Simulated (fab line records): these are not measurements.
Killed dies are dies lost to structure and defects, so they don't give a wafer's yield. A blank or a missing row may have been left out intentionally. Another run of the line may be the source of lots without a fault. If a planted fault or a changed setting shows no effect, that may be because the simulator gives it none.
Shared-tool check + flow rit_cmos + 48 wafers sampled across 14 lots

## REASON IT WAS OPENED
Flagged at RIT_CONTACT_CD_MEAS_08: reading cd_nm, on 2 of 14 lots. Wafers without a fault read 1000.0 nm, standard deviation 2.9.
Rule: a lot gets a flag if all its wafers with a number sit over 4 standard deviations from that mean, or if no wafer of it has a number. The rest of the lots are taken to be sound.

| lot  | measured    | on        | cd_nm (nm), wafer by wafer          | flag    |
|------|-------------|-----------|-------------------------------------|---------|
| L966 | day 3 09:48 | cd_sem-01 | 998.0 999.3 996.7                   |         |
| L967 | day 3 09:56 | cd_sem-02 | 999.9 999.4 1000.1                  |         |
| L968 | day 3 13:46 | cd_sem-02 | 995.5 993.4 993.7                   |         |
| L970 | day 4 00:38 | cd_sem-02 | 999.6 1000.4 1000.1                 |         |
| L971 | day 4 05:21 | cd_sem-02 | 1004.7 1006.0 1003.8                |         |
| L972 | day 4 10:03 | cd_sem-01 | 995.0 995.9 995.8                   |         |
| L973 | day 4 13:50 | cd_sem-01 | 997.8 998.8 998.9                   |         |
| L974 | day 4 20:23 | cd_sem-02 | 998.8 1001.9 1001.9                 |         |
| L979 | day 5 21:38 | cd_sem-02 | 940.6 942.2 942.4 940.4 942.2 942.6 | FLAGGED |
| L981 | day 6 07:44 | cd_sem-02 | 948.9 946.5 946.7 948.8 946.5 946.8 | FLAGGED |
| L982 | day 6 11:37 | cd_sem-02 | 1003.1 1002.6 1005.8                |         |
| L985 | day 7 02:55 | cd_sem-02 | 1000.6 1000.9 999.8                 |         |
| L986 | day 7 08:04 | cd_sem-02 | 1004.2 1003.4 1003.3                |         |
| L988 | day 7 17:34 | cd_sem-01 | 1002.0 1002.1 1000.6                |         |
The mean of the flagged lots' numbers is 944.5 nm, -55.5 nm from the usual (-19 standard deviations).

## LOT BY LOT: THE TOOL USED
The record keeps 1 process step preceding the reading, out of 202 steps on the route. In each cell: the tool, then ch and the chambers that the sampled wafers went through, then the start.
| lot  | flag    | RIT_CONTACT_DEVELOP_07           |
|------|---------|----------------------------------|
| L966 |         | litho_track-03 ch 0, day 3 09:00 |
| L967 |         | litho_track-01 ch 0, day 3 09:00 |
| L968 |         | litho_track-03 ch 0, day 3 13:00 |
| L970 |         | litho_track-04 ch 0, day 4 00:00 |
| L971 |         | litho_track-01 ch 0, day 4 05:00 |
| L972 |         | litho_track-01 ch 0, day 4 09:00 |
| L973 |         | litho_track-01 ch 0, day 4 13:00 |
| L974 |         | litho_track-04 ch 0, day 4 20:00 |
| L979 | FLAGGED | litho_track-01 ch 0, day 5 21:00 |
| L981 | FLAGGED | litho_track-01 ch 0, day 6 07:00 |
| L982 |         | litho_track-04 ch 0, day 6 11:00 |
| L985 |         | litho_track-03 ch 0, day 7 02:00 |
| L986 |         | litho_track-03 ch 0, day 7 07:00 |
| L988 |         | litho_track-03 ch 0, day 7 17:00 |
What is done by these steps:
- RIT_CONTACT_DEVELOP_07: develop time 120 s.
- RIT_CONTACT_CD_MEAS_08: target cd 1000 nm.

## FLAGGED AGAINST TOTAL, ONE TOOL AT A TIME (gauges that did the reading follow at the end)
| step                   | tool           | lots run | flagged | share of the flagged lots | sound lots run after its first flagged lot |
|------------------------|----------------|----------|---------|---------------------------|--------------------------------------------|
| RIT_CONTACT_DEVELOP_07 | litho_track-01 | 6        | 2       | all                       | 0                                          |
| RIT_CONTACT_DEVELOP_07 | litho_track-03 | 5        | 0       | none                      | -                                          |
| RIT_CONTACT_DEVELOP_07 | litho_track-04 | 3        | 0       | none                      | -                                          |
| RIT_CONTACT_CD_MEAS_08 | cd_sem-01      | 4        | 0       | none                      | -                                          |
| RIT_CONTACT_CD_MEAS_08 | cd_sem-02      | 10       | 2       | all                       | 3 (L982,L985,L986)                         |

## WHAT THE TABLE PERMITS
In 2 table rows, all flagged lots were run: litho_track-01 (RIT_CONTACT_DEVELOP_07), cd_sem-02 (RIT_CONTACT_CD_MEAS_08).
- litho_track-01 at RIT_CONTACT_DEVELOP_07 ran 6 lots, 2 of them flagged. A fault beginning between L973 (day 4 13:00), its last sound lot, and L979 (day 5 21:00), its first flagged one, fits the data.
- cd_sem-02 at RIT_CONTACT_CD_MEAS_08 ran 10 lots, 2 of them flagged. After the first flagged lot (L982, L985, L986), sound lots still ran on it; a lasting fault on the whole tool would not permit that.
One tool is left: litho_track-01 at RIT_CONTACT_DEVELOP_07.

## WHAT WAS PUT IN BY THE SIMULATOR
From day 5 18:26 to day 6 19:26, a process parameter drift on litho_track-01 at RIT_CONTACT_DEVELOP_07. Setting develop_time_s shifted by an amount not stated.
Struck lots among those shown: L979, L981. The rule above found the same.
